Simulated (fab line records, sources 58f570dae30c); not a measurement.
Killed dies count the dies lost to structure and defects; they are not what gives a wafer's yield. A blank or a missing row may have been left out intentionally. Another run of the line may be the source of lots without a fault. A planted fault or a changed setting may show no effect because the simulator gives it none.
Which tool is to blame?	flow berkeley cmos170	Sampling: 14 lots, 42 wafers, 5 of 331 route steps

WHAT THE GAUGES READ, wafer by wafer
UCB170_ACTIVE_THK_MEAS_06. Usual: ACTIVE_NITRIDE_THK gives 220.1 nm (standard deviation 1.8).
lot	measured	on	ACTIVE_NITRIDE_THK (nm)	flag
L330	day 4 06:32	film metro-02	217.7 219.0 217.1	
L331	day 4 06:32	film metro-01	218.5 220.4 219.3	
L333	day 4 22:44	film metro-03	218.4 217.4 217.9	
L335	day 5 06:53	film metro-02	218.4 219.5 219.6	
L336	day 5 06:54	film metro-03	221.3 220.6 222.6	
L337	day 5 18:25	film metro-03	222.2 220.9 221.7	
L338	day 6 01:32	film metro-02	219.9 219.4 219.5	
L340	day 6 17:04	film metro-01	219.9 218.3 219.3	
L345	day 7 19:59	film metro-01	220.2 219.9 221.5	
L347	day 8 03:02	film metro-03	224.2 224.6 222.9	
L349	day 8 10:28	film metro-03	220.1 218.8 218.2	
L352	day 8 10:28	film metro-01	219.0 218.9 221.0	
L351	day 8 10:29	film metro-02	220.8 221.7 222.5	
L350	day 8 10:32	film metro-02	220.1 221.5 219.6	

UCB170_NLDD_CD_MEAS_06: target cd 1200 nm. Usual: cd nm 1200.1 nm, standard deviation 1.4.
lot	measured	on	cd nm (nm)	flag
L330	day 6 15:04	cd sem-01	1200.0 1199.3 1199.7	
L331	day 6 14:49	cd sem-02	1198.7 1198.8 1198.3	
L333	day 7 01:18	cd sem-02	1199.6 1199.4 1201.7	
L335	day 7 14:33	cd sem-02	1199.9 1200.2 1200.3	
L336	day 7 15:04	cd sem-01	1201.7 1199.9 1202.3	
L337	day 7 17:34	cd sem-01	1199.9 1199.8 1200.7	
L338	day 7 21:32	cd sem-01	1202.1 1202.3 1201.1	
L340	day 8 13:28	cd sem-02	1201.6 1201.5 1202.1	
L345	day 9 17:25	cd sem-02	1199.9 1200.8 1199.5	
L347	day 10 01:33	cd sem-01	1200.1 1199.8 1200.2	
L349	day 10 10:40	cd sem-02	1199.7 1201.1 1200.9	
L352	day 10 10:13	cd sem-01	1198.8 1198.0 1198.5	
L351	day 10 10:56	cd sem-01	1201.0 1202.2 1202.0	
L350	day 10 10:26	cd sem-01	1199.7 1199.6 1199.2	

UCB170_NLDD_TW_MEAS_11. Usual: NLDD_TW gives 2213 (standard deviation 19).
lot	measured	on	NLDD_TW	flag
L330	day 6 15:37	film metro-01	2211 2213 2214	
L331	day 6 15:23	film metro-03	2228 2234 2243	
L333	day 7 01:51	film metro-03	2228 2223 2217	
L335	day 7 15:07	film metro-02	2183 2180 2186	
L336	day 7 15:36	film metro-02	2187 2182 2183	
L337	day 7 18:07	film metro-03	2224 2233 2226	
L338	day 7 22:04	film metro-03	2227 2218 2226	
L340	day 8 14:01	film metro-02	2175 2177 2175	
L345	day 9 18:30	film metro-01	2218 2228 2219	
L347	day 10 02:08	film metro-01	2203 2203 2199	
L349	day 10 11:14	film metro-03	2254 2242 2238	
L352	day 10 10:47	film metro-01	2209 2215 2217	
L351	day 10 11:29	film metro-01	2208 2209 2209	
L350	day 10 10:59	film metro-02	2181 2184 2178	

WHICH TOOL RAN EACH LOT (tool, then ch and the chambers of the sampled wafers, then the start)
lot	UCB170_PLDD_COAT_01	UCB170_PLDD_STRIP_10
L330	litho track-04 ch 0, day 6 12:07	plasma asher-03 ch 0,1, day 6 13:16
L331	litho track-03 ch 0, day 6 11:44	plasma asher-01 ch 1, day 6 13:00
L333	litho track-02 ch 0, day 6 22:55	plasma asher-01 ch 0,1, day 7 00:07
L335	litho track-04 ch 0, day 7 11:53	plasma asher-04 ch 0,1, day 7 13:20
L336	litho track-03 ch 0, day 7 12:08	plasma asher-01 ch 0,1, day 7 13:42
L337	litho track-04 ch 0, day 7 14:56	plasma asher-03 ch 0,1, day 7 16:12
L338	litho track-02 ch 0, day 7 19:05	plasma asher-03 ch 0,1, day 7 20:19
L340	litho track-04 ch 0, day 8 10:27	plasma asher-04 ch 0, day 8 11:56
L345	litho track-02 ch 0, day 9 14:23	plasma asher-01 ch 0,1, day 9 15:37
L347	litho track-02 ch 0, day 9 22:58	plasma asher-03 ch 0,1, day 10 00:08
L349	litho track-02 ch 0, day 10 07:31	plasma asher-01 ch 0,1, day 10 09:00
L352	litho track-03 ch 0, day 10 06:45	plasma asher-01 ch 0,1, day 10 08:30
L351	litho track-04 ch 0, day 10 07:43	plasma asher-03 ch 0,1, day 10 09:17
L350	litho track-04 ch 0, day 10 07:15	plasma asher-03 ch 0,1, day 10 08:44
- UCB170_PLDD_COAT_01: resist thk 900 nm.
- UCB170_PLDD_STRIP_10: strips in O2.

WHAT THE TOOLS THEMSELVES READ (means of the sampled wafers that have a number; where no wafer has one, the mark that the record gives instead)
UCB170_PLDD_STRIP_10. Usual: drypump motor current A 5.6 A, standard deviation 0.47; oes product au 0.734 a.u., standard deviation 0.0047; strip time to endpoint s 21.63 s, standard deviation 0.058.
lot	tool	drypump motor current A (A)	oes product au (a.u.)	strip time to endpoint s (s)	flag
L330	plasma asher-03	5.9	0.740	21.60	
L331	plasma asher-01	5.1	0.736	21.59	
L333	plasma asher-01	5.3	0.735	21.61	
L335	plasma asher-04	5.9	0.733	21.68	
L336	plasma asher-01	5.3	0.729	21.66	
L337	plasma asher-03	5.5	0.732	21.66	
L338	plasma asher-03	5.9	0.732	21.65	
L340	plasma asher-04	5.8	0.732	21.60	
L345	plasma asher-01	5.3	0.732	21.51	
L347	plasma asher-03	5.9	0.732	23.24	OFF
L349	plasma asher-01	5.2	0.730	23.23	OFF
L352	plasma asher-01	5.2	0.738	21.64	
L351	plasma asher-03	5.4	0.737	21.62	
L350	plasma asher-03	5.9	0.734	21.68	

THE ANSWER, worked out from the rows above alone
Rule: a lot counts as off when the mean over its wafers that have a number is more than 3 standard deviations away from the usual mean. Also off: a lot with no number at a reading for which 4 or more lots have one. Where the step has rows for the other lots, those lots are counted as sound. First the gauges in route order, then the tools' own readings, where a lot's mean is used as printed above. At the first step where some lot is off, the reading lying furthest off is the one used; lots without a number count as furthest.
Off: L347, L349 (UCB170_PLDD_STRIP_10, strip time to endpoint s).
If a tool, at that step or one of the process steps before it, ran each lot that is off and ran no sound lot following the first of them, it fits. One fits: litho track-02 at UCB170_PLDD_COAT_01. Its last sound lot is L345 (day 9 14:23), its first lot that is off L347 (day 9 22:58): a fault that began between those two fits.

WHAT THE SIMULATOR PUT IN
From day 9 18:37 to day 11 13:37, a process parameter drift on litho track-02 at UCB170_PLDD_COAT_01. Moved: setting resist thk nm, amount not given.
Struck lots among those shown: L347, L349. The same result came from the rule above.
